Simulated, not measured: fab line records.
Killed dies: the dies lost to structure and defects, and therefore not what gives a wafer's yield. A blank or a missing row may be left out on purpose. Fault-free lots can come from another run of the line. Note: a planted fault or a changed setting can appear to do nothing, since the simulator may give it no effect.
Which tool did it? ; flow berkeleyCmos170 ; 30 wafers from 10 lots sampled at 4 of the route's 331 steps

== WHAT THE GAUGES READ, wafer by wafer ==
UCB170_M2_THK_MEAS_03: measures by xrf.
lot;measured;on;M2_AL_THK (nm)
L150;day 9 01:59;filmMetro-04;885 902 910
L151;day 9 03:41;filmMetro-04;914 912 908
L152;day 9 03:58;filmMetro-02;911 897 901
L153;day 9 00:06;filmMetro-02;905 898 901
L155;day 9 10:09;filmMetro-02;923 908 920
L156;day 9 12:14;filmMetro-02;906 897 895
L154;day 9 18:22;filmMetro-02;888 899 904
L157;day 9 19:50;filmMetro-04;914 928 924
L158;day 9 18:55;filmMetro-02;905 907 907
L159;day 10 07:10;filmMetro-04;900 898 908

== WHAT TOOL EACH LOT RAN ON (gives the tool, then ch and the chambers of the sampled wafers, and finally the start) ==
lot;UCB170_FIELD_WET_ETCH_04;UCB170_SDANNEAL_RTA_00;UCB170_M1_SPUTTER_00
L150;wetBench-04 ch 2, day 6 03:29;rtpAnneal-02 ch 0, day 8 10:46;pvdSputter-03, day 8 18:26
L151;wetBench-04 ch 1, day 6 03:29;rtpAnneal-01 ch 0, day 8 11:08;pvdSputter-03, day 8 19:00
L152;wetBench-04 ch 3, day 6 03:29;rtpAnneal-01 ch 0, day 8 11:40;pvdSputter-04, day 8 19:10
L153;wetBench-04 ch 3, day 6 03:29;rtpAnneal-01 ch 0, day 8 10:24;pvdSputter-04, day 8 16:49
L155;wetBench-04 ch 2, day 6 10:04;rtpAnneal-01 ch 0, day 8 20:14;pvdSputter-04, day 9 04:07
L156;wetBench-04 ch 1, day 6 10:04;rtpAnneal-02 ch 0, day 8 20:04;pvdSputter-03, day 9 04:18
L154;wetBench-01 ch 3, day 6 16:03;rtpAnneal-02 ch 0, day 9 02:38;pvdSputter-03, day 9 09:43
L157;wetBench-04 ch 2, day 7 02:01;rtpAnneal-01 ch 0, day 9 04:05;pvdSputter-01, day 9 13:26
L158;wetBench-04 ch 2, day 7 02:01;rtpAnneal-02 ch 0, day 9 03:33;pvdSputter-04, day 9 10:19
L159;wetBench-04 ch 2, day 7 08:57;rtpAnneal-01 ch 0, day 9 18:13;pvdSputter-01, day 9 23:58
- UCB170_FIELD_WET_ETCH_04: etches SiO2 in dHF, time 60 s.
- UCB170_SDANNEAL_RTA_00: time 10 s.
- UCB170_M1_SPUTTER_00: material Al, target thk 600 nm, time 80 s.

== WHAT THE TOOLS THEMSELVES READ (means of the sampled wafers that have a number; where no wafer has one, the mark that the record gives instead) ==
UCB170_FIELD_WET_ETCH_04.
lot;tool;runLengthS (s)
L150;wetBench-04;84.9
L151;wetBench-04;87.7
L152;wetBench-04;87.3
L153;wetBench-04;86.6
L155;wetBench-04;85.3
L156;wetBench-04;87.1
L154;wetBench-01;92.2
L157;wetBench-04;85.1
L158;wetBench-04;85.2
L159;wetBench-04;34.1

UCB170_SDANNEAL_RTA_00.
lot;tool;lampPowerPct (%);wafer_temp_C_max
L150;rtpAnneal-02;21.6;905.9
L151;rtpAnneal-01;23.2;904.6
L152;rtpAnneal-01;23.2;905.5
L153;rtpAnneal-01;23.1;904.6
L155;rtpAnneal-01;23.2;904.6
L156;rtpAnneal-02;21.6;907.2
L154;rtpAnneal-02;21.6;905.3
L157;rtpAnneal-01;23.1;905.6
L158;rtpAnneal-02;21.6;905.4
L159;rtpAnneal-01;23.2;906.3

UCB170_M1_SPUTTER_00.
lot;tool;cathodeDcPowerW (W);throttleValvePct (%)
L150;pvdSputter-03;5998.6;29.2
L151;pvdSputter-03;5998.7;29.6
L152;pvdSputter-04;5999.8;29.9
L153;pvdSputter-04;6001.0;30.2
L155;pvdSputter-04;5999.6;31.2
L156;pvdSputter-03;5999.5;29.2
L154;pvdSputter-03;5998.3;29.8
L157;pvdSputter-01;5999.5;29.8
L158;pvdSputter-04;5999.9;30.8
L159;pvdSputter-01;6001.0;29.8

== THE ANSWER, worked out from the rows above alone ==
Rule: the usual values come from the lots themselves. Put in order of their means at a reading, lots are off if they are a third of the lots or fewer, leave a main group of 4 or more, and stand apart from it by a gap of 3 or more times the standard deviation of the main group's means; of several such gaps the widest counts. A main group is skipped when, at the precision printed for the reading in the tables above, its means are all equal. A lot without any number at a reading at which 4 lots or more have one is off too. Where the step has rows for the other lots, those lots are counted as sound. The gauges are gone through in route order, then the tools' own readings, and for those a lot's mean is taken as printed above. The first step at which some lot is off is used, and at that step the reading that is off furthest; a lot without a number counts as furthest.
Off, at UCB170_FIELD_WET_ETCH_04 on runLengthS: L159. The main group: mean 86.8 s, standard deviation 2.2.
If a tool, at that step or one of the process steps before it, ran each lot that is off and ran no sound lot following the first of them, it fits. One fits: UCB170_FIELD_WET_ETCH_04 on wetBench-04. Its last sound lot is L157 (day 7 02:01), its first lot that is off L159 (day 7 08:57): a fault that began between those two fits.
The tool's own readings at UCB170_FIELD_WET_ETCH_04 bear it out: on the lots that are off they differ by more than 5 times the standard deviation of the sound lots' means. runLengthS reads 34.1 s there against 86.8 s on the sound lots.

== WHAT HAD BEEN PUT IN BY THE SIMULATOR ==
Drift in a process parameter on wetBench-04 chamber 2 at UCB170_FIELD_WET_ETCH_04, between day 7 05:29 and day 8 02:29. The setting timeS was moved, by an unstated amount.
Lots struck among those shown: L159. Same finding as the rule above.
